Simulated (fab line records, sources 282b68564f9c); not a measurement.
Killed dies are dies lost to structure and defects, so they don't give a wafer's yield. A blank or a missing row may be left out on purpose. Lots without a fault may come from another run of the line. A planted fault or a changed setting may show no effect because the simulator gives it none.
Split-lot experiment | flow rit_cmos | 5 lots, 23 wafers read, on a route of 202 steps

THE SPLIT
At RIT_NSD_IMPLANT_08, the setting energy_kev was moved away from the recipe's 25 on 7 of the 23 wafers read, by -5.5% to +1.8%. The other wafers ran this setting at the recipe's value.

The reading is taken at the split's own step.

THE READING
implant.drp_nm (the simulator's own value, which no gauge read), in nm, at RIT_NSD_IMPLANT_08. The file gives no usual value for it.

wafer  | tool, chamber at the split | energy_kev as run | against the recipe | implant.drp_nm, nm | against lot-mates on the recipe
L077.1 | implanter-04, 0            | 25                | recipe             | 14.84              | -
L077.3 | implanter-04, 0            | 25                | recipe             | 14.84              | -
L077.4 | implanter-04, 0            | 25                | recipe             | 14.84              | -
L077.2 | implanter-04, 0            | 25.45             | +1.8%              | 15                 | +0.16
L077.6 | implanter-04, 0            | 25.45             | +1.8%              | 15                 | +0.16
L076.2 | implanter-02, 0            | 25                | recipe             | 14.84              | -
L076.3 | implanter-02, 0            | 25                | recipe             | 14.84              | -
L076.4 | implanter-02, 0            | 25                | recipe             | 14.84              | -
L080.2 | implanter-04, 0            | 23.62             | -5.5%              | 14.34              | -0.50
L080.4 | implanter-04, 0            | 23.62             | -5.5%              | 14.34              | -0.50
L080.6 | implanter-04, 0            | 23.62             | -5.5%              | 14.34              | -0.50
L080.3 | implanter-04, 0            | 25                | recipe             | 14.84              | -
L080.5 | implanter-04, 0            | 25                | recipe             | 14.84              | -
L082.1 | implanter-01, 0            | 25                | recipe             | 14.84              | -
L082.2 | implanter-01, 0            | 25                | recipe             | 14.84              | -
L082.3 | implanter-01, 0            | 25                | recipe             | 14.84              | -
L082.4 | implanter-01, 0            | 25                | recipe             | 14.84              | -
L082.5 | implanter-01, 0            | 25                | recipe             | 14.84              | -
L085.1 | implanter-01, 0            | 25                | recipe             | 14.84              | -
L085.4 | implanter-01, 0            | 25                | recipe             | 14.84              | -
L085.6 | implanter-01, 0            | 25                | recipe             | 14.84              | -
L085.2 | implanter-01, 0            | 24.57             | -1.7%              | 14.68              | -0.16
L085.3 | implanter-01, 0            | 24.57             | -1.7%              | 14.68              | -0.16

THE FIT
A straight line over all 23 wafers: implant.drp_nm changes by +0.0905 nm for each +1% of energy_kev; r = +1.00; the points scatter about the line by 0.0015 nm.
The same after taking each lot's own level away (the mean of its wafers on the recipe; 23 wafers): +0.0905 nm for each +1%; r = +1.00; scatter 0.0015 nm.
On that fit, the largest move of energy_kev shifts the reading by 0.5 nm.
The lots' own levels span 14.840 to 14.840 nm.
So the lot-to-lot level changes the slope little: the two slopes agree.
Check: with one of the wafers moved furthest among these (-5.5%) left out of the fit, the line predicts -0.5 nm for it against its lot-mates. It came out at -0.5 nm against them.

OTHER SPLITS ON THESE WAFERS
These wafers also went through other splits before the reading. Each is held against what the fit with the lots' levels taken away leaves over:
other split on the same wafers | wafers away from the commonest value | r with implant.drp_nm (lot level and that fit taken away)
RIT_SPACER_CVD_03 temp_c       | 15                                   | -0.04

THE WHOLE CHAIN: every reading that the file lists as answering this split, in the file's order
step               | what it does | reading                                                         | change (the file's fit)                | r (the file's)
RIT_NSD_IMPLANT_08 |              | implant.rp_nm (the simulator's own value, which no gauge read)  | +0.221 nm for each +1% of the setting  | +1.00
RIT_NSD_IMPLANT_08 |              | implant.drp_nm (the simulator's own value, which no gauge read) | +0.0903 nm for each +1% of the setting | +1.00

THE FILE'S OWN FIT
implant.drp_nm changes by +0.0903 nm for each +1% of energy_kev, r = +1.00.
